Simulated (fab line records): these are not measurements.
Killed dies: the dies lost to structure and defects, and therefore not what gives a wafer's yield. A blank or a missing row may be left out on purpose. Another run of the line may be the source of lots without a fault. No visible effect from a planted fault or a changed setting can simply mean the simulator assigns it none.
Problem report, 8D (eight disciplines) form, completed by code / flow berkeley cmos170 / the parts of the form that need people (team, actions taken, sign-off) are left out

1. WHAT IS WRONG
Mean of run length s at UCB170_M1_METAL_ETCH_12: 145.3 s across 6 wafers in 2 lots; on wafers with no fault it is 158.8 s (standard deviation 0.38). That is -36 standard deviations from the usual mean.
The step: etches Al in Cl2/BCl3, stops on PSG, target depth 780 nm, time 130 s.
First observed at day 9 20:50: wafer L494.3, on rie metal-03. The record has a number at this step for 18 wafers belonging to 6 lots. By rule, "out" or "out of limits" means more than 4 standard deviations away from the usual mean. All remaining wafers that have a number are taken as sound.

2. WHAT IT IS AND WHAT IT IS NOT
question=which readings at this step | is=run length s, oes product au | is not=drypump motor current A, he backside leak sccm
question=which lots | is=L494, L497 | is not=L487, L488, L506, L507
question=which wafers of those lots | is=all that have a number | is not=-
question=read on which tools | is=rie metal-03 | is not=rie metal-02
question=when | is=from day 9 20:50 | is not=up to then (6 sound wafers); but 6 sound wafers of L506, L507 came after

3. SUSPECTS, AND WHAT RULES EACH OUT
Counting: any tool at a process step up to the reading is kept as a suspect provided that every lot that is out went through it and no sound lot did after the first of them.
- rie metal-03 at UCB170_M1_METAL_ETCH_12 (etches Al in Cl2/BCl3, stops on PSG, target depth 780 nm, time 130 s): kept. It ran every lot that is out, first L494 (day 9 20:50), and no sound lot after that; its last sound lot up to then is L487 (day 8 20:23). Out on those wafers are its own readings of oes product au, run length s.
The count leaves rie metal-03 at UCB170_M1_METAL_ETCH_12.

4. THE CAUSE (what the simulator had put in)
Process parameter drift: rie metal-03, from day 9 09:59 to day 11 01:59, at UCB170_M1_METAL_ETCH_12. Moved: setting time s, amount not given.
After counting, this tool was the only one left.

5. SEQUENCE OF EFFECTS, ordered by route
Each row: a reading where the mean over the struck wafers with a number is more than 3 standard deviations away from the usual. Only readings for which the record gives a usual standard deviation are gone through. hours: the time from each lot's start at the first step in this table that gives one to its start at this step, as a median over the lots. sigmas: the change in usual standard deviations.
hours=0; step=UCB170_M1_METAL_ETCH_12; reading=oes product au; usual=0.854 a.u.; on struck wafers=0.954; change=+0.100; sigmas=+7.7
hours=0; step=UCB170_M1_METAL_ETCH_12; reading=run length s; usual=158.8 s; on struck wafers=145.3; change=-13.5; sigmas=-36
Process steps it contains:
- UCB170_M1_METAL_ETCH_12: etches Al in Cl2/BCl3, stops on PSG, target depth 780 nm, time 130 s.

6. HOW IT WOULD HAVE BEEN CAUGHT EARLIER
In this record no reading fell out of limits until day 9 20:50, 11 hours after the fault had begun at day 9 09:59.
